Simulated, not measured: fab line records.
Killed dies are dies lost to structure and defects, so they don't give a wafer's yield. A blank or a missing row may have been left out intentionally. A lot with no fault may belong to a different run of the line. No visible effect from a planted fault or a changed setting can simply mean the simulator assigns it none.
A lot that was struck, set against a sound lot -- flow rit-cmos -- 19 out of 202 route steps
Sound: wafers L647.1, L647.3, L647.4. The struck wafers were L653.2, L653.4, L653.6. The cause comes at the end.
At each step with rows: each side's tool, then ch and its chambers, then its first start. Under that, the readings that differ: sound wafers -- struck wafers -- difference of the means -- sigmas: that difference in standard deviations of wafers without a fault.
alike: readings whose means differ by less than 2 such deviations, and words and numbers that are the same on both sides. not compared: withheld readings, readings that some wafer has no value for, bounds like >300 that may hide the same value, and numbers for which the record gives no deviation and whose values overlap.
Wherever a step has rows on one side only, a row that says differs or no value, or a row with sigmas, the two part there. When numbers do not overlap yet have no deviation, they are printed without sigmas and do not part them. A reading missing from all wafers of one side parts the sides only when that side holds two or more wafers.

first, 2 steps without rows for these wafers: RIT_NSD_PEB_04; RIT_NSD_DEVELOP_05 (develop time 50 s).
RIT_NSD_OVL_MEAS_06:
  sound: overlay-01 at day 6 01:49; struck: overlay-02 at day 7 04:08
  alike: NSD_OVL
then, 2 steps without rows for these wafers: RIT_NSD_HARDBAKE_07 (time 60 s); RIT_NSD_IMPLANT_08.
RIT_NSD_STRIP_09: strips in O2, time 180 s.
  sound on plasma-asher-03 ch 0,1, day 6 02:08; struck on plasma-asher-01 ch 0,1, day 7 04:28
  alike: drypump-motor-current-A, rf-refl-power-W
  not compared: rf-hours-counter-h
RIT_NSD_TW_MEAS_10:
  sound: film-metro-01 at day 6 02:19; struck: film-metro-04 at day 7 04:39
  alike: NSD_TW
then, 5 steps without rows for these wafers: RIT_PSD_HMDS_00 (prime time 60 s); RIT_PSD_COAT_01 (resist thk 1000 nm); RIT_PSD_SOFTBAKE_02 (time 60 s); RIT_PSD_EXPOSE_03 (exposes mask M10, target cd 40900 nm); RIT_PSD_PEB_04.
RIT_PSD_DEVELOP_05: develop time 50 s.
  sound on litho-track-02 ch 0, day 6 03:00; struck on litho-track-01 ch 0, day 7 05:00
RIT_PSD_OVL_MEAS_06:
  sound: overlay-02 at day 6 03:28; struck: overlay-01 at day 7 05:44
  alike: PSD_OVL
then, 2 steps without rows for these wafers: RIT_PSD_HARDBAKE_07 (time 60 s); RIT_PSD_IMPLANT_08.
RIT_PSD_STRIP_09: strips in O2, time 180 s.
  sound on plasma-asher-04 ch 0,1, day 6 03:57; struck on plasma-asher-01 ch 0,1, day 7 06:04
  alike: drypump-motor-current-A, rf-refl-power-W
  not compared: rf-hours-counter-h
RIT_PSD_TW_MEAS_10:
  sound: film-metro-02 at day 6 04:07; struck: film-metro-04 at day 7 06:14
reading,sound,struck,difference,sigmas
PSD_TW,3418 3429 3410,30 30 30,-3389,-99 or more
then, 1 step without rows for these wafers: RIT_SDANNEAL_CLEAN_00 (cleans in SC1, time 600 s).

## WHERE THEY PART
Within this record, at RIT_PSD_TW_MEAS_10 only.

WHY: whatever the simulator had introduced
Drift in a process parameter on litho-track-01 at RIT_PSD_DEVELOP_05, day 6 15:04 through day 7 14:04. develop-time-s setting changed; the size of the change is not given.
